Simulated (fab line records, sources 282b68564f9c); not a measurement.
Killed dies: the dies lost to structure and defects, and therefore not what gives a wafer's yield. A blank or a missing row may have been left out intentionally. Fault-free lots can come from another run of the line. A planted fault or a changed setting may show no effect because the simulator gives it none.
Which of the tools did it? -- flow ritCmos -- 14 lots, 42 wafers sampled, at 3 steps of a route of 202

## WHAT THE GAUGES SHOWED, per wafer
RIT_M1_RS_MEAS_01: the measuring method here is four-point-probe.
lot,measured,on,M1_AL_RS (ohm/sq)
L637,day 3 08:31,filmMetro-04,0.0740 0.0738 0.0742
L638,day 3 16:26,filmMetro-04,0.0752 0.0743 0.0751
L639,day 4 01:46,filmMetro-04,0.0737 0.0728 0.0727
L641,day 4 03:05,filmMetro-03,0.0736 0.0731 0.0733
L643,day 4 19:30,filmMetro-04,0.0724 0.0737 0.0730
L644,day 4 23:13,filmMetro-03,0.0745 0.0740 0.0736
L647,day 5 09:05,filmMetro-04,0.0652 0.0727 0.0727
L650,day 6 01:17,filmMetro-04,0.0724 0.0728 0.0654
L651,day 6 03:47,filmMetro-04,0.0714 0.0722 0.0717
L653,day 6 13:19,filmMetro-04,0.0725 0.0732 0.0728
L654,day 6 21:14,filmMetro-03,0.0744 0.0737 0.0744
L658,day 7 15:08,filmMetro-02,0.0732 0.0737 0.0736
L659,day 7 20:35,filmMetro-04,0.0733 0.0742 0.0742
L660,day 8 00:17,filmMetro-03,0.0726 0.0727 0.0733

RIT_M1_THK_MEAS_02: measures by xrf.
lot,measured,on,M1_AL_THK (nm)
L637,day 3 08:38,filmMetro-04,402 401 400
L638,day 3 16:32,filmMetro-04,395 401 395
L639,day 4 01:53,filmMetro-04,400 401 403
L641,day 4 03:11,filmMetro-03,404 406 406
L643,day 4 19:36,filmMetro-04,403 398 403
L644,day 4 23:19,filmMetro-03,397 400 405
L647,day 5 09:11,filmMetro-04,457 408 407
L650,day 6 01:23,filmMetro-04,411 408 452
L651,day 6 03:53,filmMetro-04,416 411 415
L653,day 6 13:26,filmMetro-04,411 405 407
L654,day 6 21:21,filmMetro-03,396 404 398
L658,day 7 15:14,filmMetro-02,406 405 404
L659,day 7 20:42,filmMetro-04,406 401 399
L660,day 8 00:23,filmMetro-03,407 407 405

## WHAT TOOL EACH LOT RAN ON (gives the tool, then ch and the chambers of the sampled wafers, and finally the start)
lot,RIT_M1_SPUTTER_00
L637,"pvdSputter-04, day 3 08:13"
L638,"pvdSputter-03, day 3 16:07"
L639,"pvdSputter-01, day 4 01:28"
L641,"pvdSputter-04, day 4 02:44"
L643,"pvdSputter-04, day 4 19:10"
L644,"pvdSputter-03, day 4 22:54"
L647,"pvdSputter-04, day 5 08:45"
L650,"pvdSputter-04, day 6 00:58"
L651,"pvdSputter-03, day 6 03:25"
L653,"pvdSputter-03, day 6 13:01"
L654,"pvdSputter-01, day 6 20:56"
L658,"pvdSputter-01, day 7 14:47"
L659,"pvdSputter-03, day 7 20:17"
L660,"pvdSputter-01, day 7 23:58"
- RIT_M1_SPUTTER_00: material Al, target thk 400 nm, time 500 s.

## WHAT THE TOOLS THEMSELVES READ (means of the sampled wafers that have a number; where no wafer has one, the mark that the record gives instead)
RIT_M1_SPUTTER_00.
lot,tool,throttleValvePct (%)
L637,pvdSputter-04,30.5
L638,pvdSputter-03,29.6
L639,pvdSputter-01,29.3
L641,pvdSputter-04,30.5
L643,pvdSputter-04,30.6
L644,pvdSputter-03,29.6
L647,pvdSputter-04,31.3
L650,pvdSputter-04,31.2
L651,pvdSputter-03,29.2
L653,pvdSputter-03,29.4
L654,pvdSputter-01,29.2
L658,pvdSputter-01,29.2
L659,pvdSputter-03,29.6
L660,pvdSputter-01,29.8

## THE ANSWER, worked out from the rows above alone
Rule: what is usual is taken from the lots themselves. The widest of any qualifying gaps counts: lots, ordered by their means at a reading, are off when they make up no more than a third of the lots, leave a main group of 4 or more, and stand apart from it by 3 or more times the standard deviation of that group's means. A main group whose means are all the same, to the digits that the tables above print for the reading, isn't used. A lot without any number at a reading at which 4 lots or more have one is off too. Any other lot the step has rows for is counted as sound. Order of review: gauges by route order, followed by the tools' own readings, for which a lot's mean as printed above is used. The first step at which some lot is off is used, and at that step the reading that is off furthest; a lot without a number counts as furthest.
No lot is off at any reading shown: from this, nothing can be told.

## WHAT THE SIMULATOR HAD PUT IN
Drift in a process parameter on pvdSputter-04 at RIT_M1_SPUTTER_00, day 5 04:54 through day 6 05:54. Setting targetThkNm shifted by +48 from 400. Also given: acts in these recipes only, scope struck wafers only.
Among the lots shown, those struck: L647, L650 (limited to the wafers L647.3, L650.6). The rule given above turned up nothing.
